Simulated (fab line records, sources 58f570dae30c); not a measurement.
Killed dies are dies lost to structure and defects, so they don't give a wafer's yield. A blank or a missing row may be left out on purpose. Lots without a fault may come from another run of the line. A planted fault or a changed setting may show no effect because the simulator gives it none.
Which tool did it? | flow berkeley_cmos170 | 7 lots, 21 wafers sampled, at 3 steps of a route of 331

WHAT THE GAUGES READ, wafer by wafer
UCB170_V1_THK_MEAS_04.
lot  | measured     | on            | V1_POLISHED_THK (nm)
L858 | day 8 03:17  | film_metro-03 | 1001.0 1000.6 1001.2
L857 | day 8 03:36  | film_metro-02 | 999.8 1000.6 1000.3
L862 | day 8 21:06  | film_metro-02 | 1001.2 1001.0 999.5
L864 | day 9 03:47  | film_metro-01 | 1000.0 1000.6 998.3
L871 | day 10 10:23 | film_metro-01 | 1002.0 907.2 998.8
L872 | day 10 17:44 | film_metro-03 | 1001.0 1001.0 908.2
L876 | day 11 12:34 | film_metro-02 | 1000.0 998.5 1000.8

WHICH TOOL RAN EACH LOT (tool, then ch and the chambers of the sampled wafers, then the start)
lot  | UCB170_V1_CVD_00                | UCB170_V1_CMP_02
L858 | pecvd-02 ch 0,1,2, day 8 02:40  | cmp-01 ch 0,2,3, day 8 02:52
L857 | pecvd-03 ch 0,2, day 8 02:40    | cmp-01 ch 2,3, day 8 03:10
L862 | pecvd-03 ch 0,1,2, day 8 20:28  | cmp-02 ch 2,3, day 8 20:43
L864 | pecvd-04 ch 0,1,2, day 9 03:08  | cmp-02 ch 1,2, day 9 03:21
L871 | pecvd-03 ch 0,1,2, day 10 09:47 | cmp-01 ch 0,3, day 10 09:59
L872 | pecvd-03 ch 0,2, day 10 16:47   | cmp-01 ch 1,2,3, day 10 17:21
L876 | pecvd-02 ch 0,2, day 11 11:56   | cmp-02 ch 1,3, day 11 12:12
- UCB170_V1_CVD_00: deposits SiO2 from TEOS/O2, target thk 2000 nm, time 250 s.
- UCB170_V1_CMP_02: polishes SiO2.

THE ANSWER, worked out from the rows above alone
Rule: what is usual is taken from the lots themselves. Put in order of their means at a reading, lots are off if they are a third of the lots or fewer, leave a main group of 4 or more, and stand apart from it by a gap of 3 or more times the standard deviation of the main group's means; of several such gaps the widest counts. A main group whose means are all the same, to the digits that the tables above print for the reading, isn't used. A lot without any number at a reading at which 4 lots or more have one is off too. The other lots that the step has rows for count as sound.
Off: L871, L872, at UCB170_V1_THK_MEAS_04 (V1_POLISHED_THK). The main group: mean 1000.2 nm, standard deviation 0.49.
A tool fits if, at a process step before that reading, it ran every lot that is off, and no sound lot after the first of them. The gauges at UCB170_V1_THK_MEAS_04 are tried like those tools. Can't be told from this: 2 tools fit, pecvd-03 at UCB170_V1_CVD_00, cmp-01 at UCB170_V1_CMP_02.

WHAT THE SIMULATOR HAD PUT IN
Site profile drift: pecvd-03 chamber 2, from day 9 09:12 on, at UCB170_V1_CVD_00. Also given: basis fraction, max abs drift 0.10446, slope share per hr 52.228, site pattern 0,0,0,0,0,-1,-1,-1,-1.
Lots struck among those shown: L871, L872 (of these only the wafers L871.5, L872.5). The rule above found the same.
